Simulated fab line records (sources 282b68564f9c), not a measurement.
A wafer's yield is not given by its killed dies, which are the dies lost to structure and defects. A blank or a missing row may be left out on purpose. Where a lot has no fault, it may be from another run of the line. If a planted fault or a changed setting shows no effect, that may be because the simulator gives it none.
The tool behind it: which one? | flow rit_cmos | Sampling: 14 lots, 42 wafers, 2 of 202 route steps

WHAT EACH GAUGE READ, for each wafer
RIT_SDANNEAL_RS_MEAS_06: a four-point-probe measurement.
lot  | measured    | on            | PLDD_RS (ohm/sq)
L827 | day 3 12:41 | film_metro-04 | 177.6 178.5 177.6
L830 | day 4 02:40 | film_metro-02 | 178.8 178.2 178.9
L831 | day 4 06:15 | film_metro-01 | 179.3 178.9 179.6
L832 | day 4 06:40 | film_metro-02 | 178.8 179.2 179.4
L834 | day 4 21:49 | film_metro-04 | 179.2 178.8 178.9
L835 | day 4 22:56 | film_metro-02 | 178.5 178.4 178.0
L836 | day 5 09:50 | film_metro-01 | 177.9 178.0 178.3
L839 | day 6 00:46 | film_metro-02 | 179.0 179.0 178.4
L840 | day 6 04:52 | film_metro-02 | 178.2 179.0 178.0
L841 | day 6 16:30 | film_metro-04 | 178.2 178.2 178.1
L844 | day 7 01:10 | film_metro-01 | 182.4 182.0 182.2
L847 | day 7 12:22 | film_metro-01 | 183.2 183.3 182.9
L848 | day 7 16:26 | film_metro-04 | 177.6 177.8 178.2
L849 | day 7 19:16 | film_metro-01 | 179.0 178.3 178.1

WHICH TOOL RAN EACH LOT (tool, then ch and the chambers of the sampled wafers, then the start)
lot  | RIT_PLDD_IMPLANT_08
L827 | implanter-02 ch 0, day 3 06:10
L830 | implanter-02 ch 0, day 3 20:04
L831 | implanter-03 ch 0, day 3 23:42
L832 | implanter-04 ch 0, day 4 00:05
L834 | implanter-03 ch 0, day 4 15:02
L835 | implanter-03 ch 0, day 4 15:14
L836 | implanter-04 ch 0, day 5 03:28
L839 | implanter-03 ch 0, day 5 18:08
L840 | implanter-03 ch 0, day 5 21:55
L841 | implanter-04 ch 0, day 6 09:31
L844 | implanter-03 ch 0, day 6 17:45
L847 | implanter-03 ch 0, day 7 05:11
L848 | implanter-02 ch 0, day 7 09:50
L849 | implanter-02 ch 0, day 7 11:19
- RIT_PLDD_IMPLANT_08

AS READ BY THE TOOLS THEMSELVES (means over the sampled wafers that have a number; for cases with no such wafer, the mark the record gives instead)
RIT_PLDD_IMPLANT_08.
lot  | tool         | tilt_deg (degrees)
L827 | implanter-02 | 7.035
L830 | implanter-02 | 7.030
L831 | implanter-03 | 7.018
L832 | implanter-04 | 6.986
L834 | implanter-03 | 6.974
L835 | implanter-03 | 7.027
L836 | implanter-04 | 7.030
L839 | implanter-03 | 7.011
L840 | implanter-03 | 6.988
L841 | implanter-04 | 7.010
L844 | implanter-03 | 6.981
L847 | implanter-03 | 7.036
L848 | implanter-02 | 7.034
L849 | implanter-02 | 6.977

THE ANSWER, worked out from the rows above alone
Rule: usual is defined by the lots themselves. Put in order of their means at a reading, lots are off if they are a third of the lots or fewer, leave a main group of 4 or more, and stand apart from it by a gap of 3 or more times the standard deviation of the main group's means; of several such gaps the widest counts. If all means in a main group match to the digits the tables above print for the reading, that group is not used. Also off: a lot with no number at a reading for which 4 or more lots have one. All remaining lots with rows at the step are treated as sound. The gauges are gone through in route order, then the tools' own readings, and for those a lot's mean is taken as printed above. At the first step where some lot is off, the reading lying furthest off is the one used; lots without a number count as furthest.
Off: L844, L847, at RIT_SDANNEAL_RS_MEAS_06 (PLDD_RS). The main group: mean 178.5 ohm/sq, standard deviation 0.45.
If a tool, at a process step before that reading, ran all the lots that are off and no sound lot after the first of them, it fits. Those tools and the gauges at RIT_SDANNEAL_RS_MEAS_06 are tried in the same way. One fits: RIT_PLDD_IMPLANT_08 on implanter-03. Its last sound lot is L840 (day 5 21:55), its first lot that is off L844 (day 6 17:45): a fault that began between those two fits.

WHAT WAS PUT IN BY THE SIMULATOR
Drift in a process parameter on implanter-03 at RIT_PLDD_IMPLANT_08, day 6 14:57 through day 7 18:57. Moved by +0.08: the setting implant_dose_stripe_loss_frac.
Lots struck among those shown: L844, L847. The rule above found the same.
